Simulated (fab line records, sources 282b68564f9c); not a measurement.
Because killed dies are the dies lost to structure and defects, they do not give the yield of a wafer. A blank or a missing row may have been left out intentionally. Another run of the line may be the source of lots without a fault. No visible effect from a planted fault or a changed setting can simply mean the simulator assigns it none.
A single fault, viewed from 2 desks    flow ritCmos    only its own numbers are on each desk; what lay behind them is given at the end

## THE TOOL OWNER'S DESK: implanter-03
For each lot that ran on this tool, the mean over its sampled wafers that have a number, from the tool's own readings at RIT_PLDD_IMPLANT_08. If a lot's mean is further than 4 standard deviations from the usual mean, the lot is out of limits and carries the mark OUT (the distance appears in the brackets).
Columns: A = beamOnS at RIT_PLDD_IMPLANT_08, usual 10.00 s; B = faradayCurrentUA at RIT_PLDD_IMPLANT_08, usual 2820
lot   first seen here  A                B
L503  day 3 07:19      10.19            2764
L505  day 3 17:23      9.91             2849
L509  day 5 05:01      14.47 (+22) OUT  1951 (-15) OUT
L510  day 5 08:39      14.15 (+21) OUT  1997 (-14) OUT
L524  day 8 00:25      9.78             2884
This desk's finding: out of limits on L509, L510; first on L509, day 5 05:01 (beamOnS at RIT_PLDD_IMPLANT_08). L503, L505, L524: within limits.

## FROM THE METROLOGY DESK
What the gauges read, lot by lot, whatever tool the lot ran on: means of the sampled wafers that have a number. If a lot's mean is further than 4 standard deviations from the usual mean, the lot is out of limits and carries the mark OUT (the distance appears in the brackets).
Columns: A = NLDD_TW at RIT_NLDD_TW_MEAS_10, usual 2488; B = PLDD_TW at RIT_PLDD_TW_MEAS_10, usual 2356; C = NSD_OVL at RIT_NSD_OVL_MEAS_06, usual -0.1 nm; D = PLDD_RS at RIT_SDANNEAL_RS_MEAS_06, usual 178.5 ohm/sq
lot   first seen here  A     B                C     D
L502  day 2 23:25      2478  2313             -2.0  178.5
L503  day 3 06:05      2510  2372             0.7   178.3
L505  day 3 16:16      2520  2365             -0.1  178.1
L509  day 5 03:46      2478  2538 (+7.6) OUT  1.5   160.4 (-32) OUT
L510  day 5 07:33      2536  2615 (+11) OUT   -0.5  159.2 (-34) OUT
L511  day 5 15:41      2462  2342             -1.6  179.0
L512  day 6 01:56      2464  2370             -0.4  178.5
L513  day 6 02:23      2477  2369             1.6   178.2
L515  day 6 10:42      2487  2345             1.8   178.2
L521  day 7 08:41      2461  2346             1.0   178.7
L522  day 7 09:43      2488  2321             -0.7  178.6
L523  day 7 18:40      2485  2377             -1.8  178.9
L525  day 7 22:56      2490  2378             -1.4  177.6
L524  day 7 23:10      2523  2344             -1.0  178.4
This desk's finding: out of limits on L509, L510; first on L509, day 5 05:19 (PLDD_TW at RIT_PLDD_TW_MEAS_10). L502, L503, L505, L511, L512, L513, L515, L521, L522, L523, L525, L524: within limits.

## BROUGHT TOGETHER
The tool owner's desk could have raised an alarm at day 5 05:01, on L509, L510.
At day 5 05:19 the metrology desk could have sounded an alarm, on L509, L510.
Of the lots named, all ran RIT_PLDD_IMPLANT_08 on implanter-03.

## WHAT THE SIMULATOR HAD PUT IN
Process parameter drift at RIT_PLDD_IMPLANT_08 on implanter-03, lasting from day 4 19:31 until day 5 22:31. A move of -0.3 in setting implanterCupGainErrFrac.
Struck lots among those shown: L509, L510.
Time in hours from fault onset to the first out-of-limits reading at each desk: tool owner's desk 10, metrology desk 10.
